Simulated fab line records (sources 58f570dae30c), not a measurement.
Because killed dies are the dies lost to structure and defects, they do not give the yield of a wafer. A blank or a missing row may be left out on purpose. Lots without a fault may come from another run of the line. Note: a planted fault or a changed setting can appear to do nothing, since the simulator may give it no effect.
Which tool is to blame? + flow berkeley cmos170 + 14 lots, 42 wafers sampled, at 2 steps of a route of 331

WHAT EACH GAUGE READ, for each wafer
The record lacks any reading of a measuring or inspecting step that a usual standard deviation could be used to judge.

WHICH TOOL RAN EACH LOT (tool, then ch and the chambers of the sampled wafers, then the start)
| lot  | UCB170_PFIELD_COAT_01            | UCB170_PFIELD_STRIP_08              |
|------|----------------------------------|-------------------------------------|
| L985 | litho track-04 ch 0, day 4 21:16 | plasma asher-02 ch 0,1, day 4 22:29 |
| L984 | litho track-01 ch 0, day 4 21:31 | plasma asher-01 ch 1, day 4 22:32   |
| L986 | litho track-02 ch 0, day 5 07:07 | plasma asher-02 ch 1, day 5 08:14   |
| L987 | litho track-01 ch 0, day 5 07:13 | plasma asher-03 ch 0,1, day 5 08:22 |
| L988 | litho track-01 ch 0, day 5 09:34 | plasma asher-03 ch 0,1, day 5 10:33 |
| L990 | litho track-02 ch 0, day 5 21:01 | plasma asher-03 ch 0,1, day 5 22:51 |
| L992 | litho track-02 ch 0, day 6 08:50 | plasma asher-02 ch 0,1, day 6 09:51 |
| L991 | litho track-04 ch 0, day 6 08:56 | plasma asher-03 ch 0,1, day 6 10:32 |
| L994 | litho track-02 ch 0, day 6 15:43 | plasma asher-03 ch 0,1, day 6 16:43 |
| L995 | litho track-01 ch 0, day 7 01:01 | plasma asher-01 ch 0,1, day 7 01:52 |
| L998 | litho track-01 ch 0, day 7 15:38 | plasma asher-02 ch 0,1, day 7 17:01 |
| L999 | litho track-04 ch 0, day 7 15:43 | plasma asher-03 ch 0,1, day 7 17:28 |
| L100 | litho track-01 ch 0, day 7 16:32 | plasma asher-03 ch 0,1, day 7 17:44 |
| L103 | litho track-02 ch 0, day 8 11:37 | plasma asher-03 ch 0,1, day 8 12:37 |
- UCB170_PFIELD_COAT_01: resist thk 900 nm.
- UCB170_PFIELD_STRIP_08: strips in O2.

WHAT THE TOOLS THEMSELVES READ (means of the sampled wafers that have a number; where no wafer has one, the mark that the record gives instead)
UCB170_PFIELD_COAT_01.
| lot  | tool           | spin speed rpm (rpm) |
|------|----------------|----------------------|
| L985 | litho track-04 | 1499.9               |
| L984 | litho track-01 | 1500.6               |
| L986 | litho track-02 | 1500.6               |
| L987 | litho track-01 | 1499.2               |
| L988 | litho track-01 | 1499.4               |
| L990 | litho track-02 | 1501.6               |
| L992 | litho track-02 | 1499.3               |
| L991 | litho track-04 | 1498.5               |
| L994 | litho track-02 | 1499.5               |
| L995 | litho track-01 | 1499.1               |
| L998 | litho track-01 | 1533.9               |
| L999 | litho track-04 | 1501.7               |
| L100 | litho track-01 | 1534.9               |
| L103 | litho track-02 | 1500.6               |

UCB170_PFIELD_STRIP_08.
| lot  | tool            | drypump motor current A (A) | oes product au (a.u.) | strip time to endpoint s (s) |
|------|-----------------|-----------------------------|-----------------------|------------------------------|
| L985 | plasma asher-02 | 5.98                        | 0.731                 | 21.70                        |
| L984 | plasma asher-01 | 6.09                        | 0.733                 | 21.60                        |
| L986 | plasma asher-02 | 6.26                        | 0.734                 | 21.66                        |
| L987 | plasma asher-03 | 5.95                        | 0.736                 | 21.66                        |
| L988 | plasma asher-03 | 5.78                        | 0.735                 | 21.60                        |
| L990 | plasma asher-03 | 5.80                        | 0.730                 | 21.62                        |
| L992 | plasma asher-02 | 5.96                        | 0.733                 | 21.63                        |
| L991 | plasma asher-03 | 5.79                        | 0.736                 | 21.71                        |
| L994 | plasma asher-03 | 5.95                        | 0.739                 | 21.69                        |
| L995 | plasma asher-01 | 6.00                        | 0.733                 | 21.57                        |
| L998 | plasma asher-02 | 5.97                        | 0.732                 | 21.36                        |
| L999 | plasma asher-03 | 5.79                        | 0.738                 | 21.65                        |
| L100 | plasma asher-03 | 5.80                        | 0.734                 | 21.37                        |
| L103 | plasma asher-03 | 5.93                        | 0.738                 | 21.62                        |

THE ANSWER, worked out from the rows above alone
Rule: the usual values come from the lots themselves. Put in order of their means at a reading, lots are off if they are a third of the lots or fewer, leave a main group of 4 or more, and stand apart from it by a gap of 3 or more times the standard deviation of the main group's means; of several such gaps the widest counts. Not used: any main group whose means are identical at the precision the tables above print for the reading. Also off: a lot with no number at a reading for which 4 or more lots have one. All remaining lots with rows at the step are treated as sound. After the gauges, taken in route order, come the tools' own readings; for these a lot's mean is taken, as printed above. The first step at which some lot is off is used, and at that step the reading that is off furthest; a lot without a number counts as furthest.
Off at UCB170_PFIELD_COAT_01 (spin speed rpm): L998, L100. The main group has a mean of 1500.0 rpm with a standard deviation of 0.97.
A tool fits if, at that step or a process step before it, it ran every lot that is off, and no sound lot after the first of them. One candidate fits, namely litho track-01 at UCB170_PFIELD_COAT_01. A fault onset in the window from L995 (day 7 01:01, its last sound lot) to L998 (day 7 15:38, its first lot off) fits.
On the lots that are off, the tool's own readings at UCB170_PFIELD_COAT_01 differ by more than 5 times the standard deviation of the sound lots' means, which bears it out; spin speed rpm reads 1534.4 rpm there versus 1500.0 rpm on the sound lots.

WHAT THE SIMULATOR PUT IN
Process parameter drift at UCB170_PFIELD_COAT_01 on litho track-01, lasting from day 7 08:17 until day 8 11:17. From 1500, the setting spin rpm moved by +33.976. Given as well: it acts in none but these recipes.
Lots struck among those shown: L998, L100. The rule given above showed the same thing.
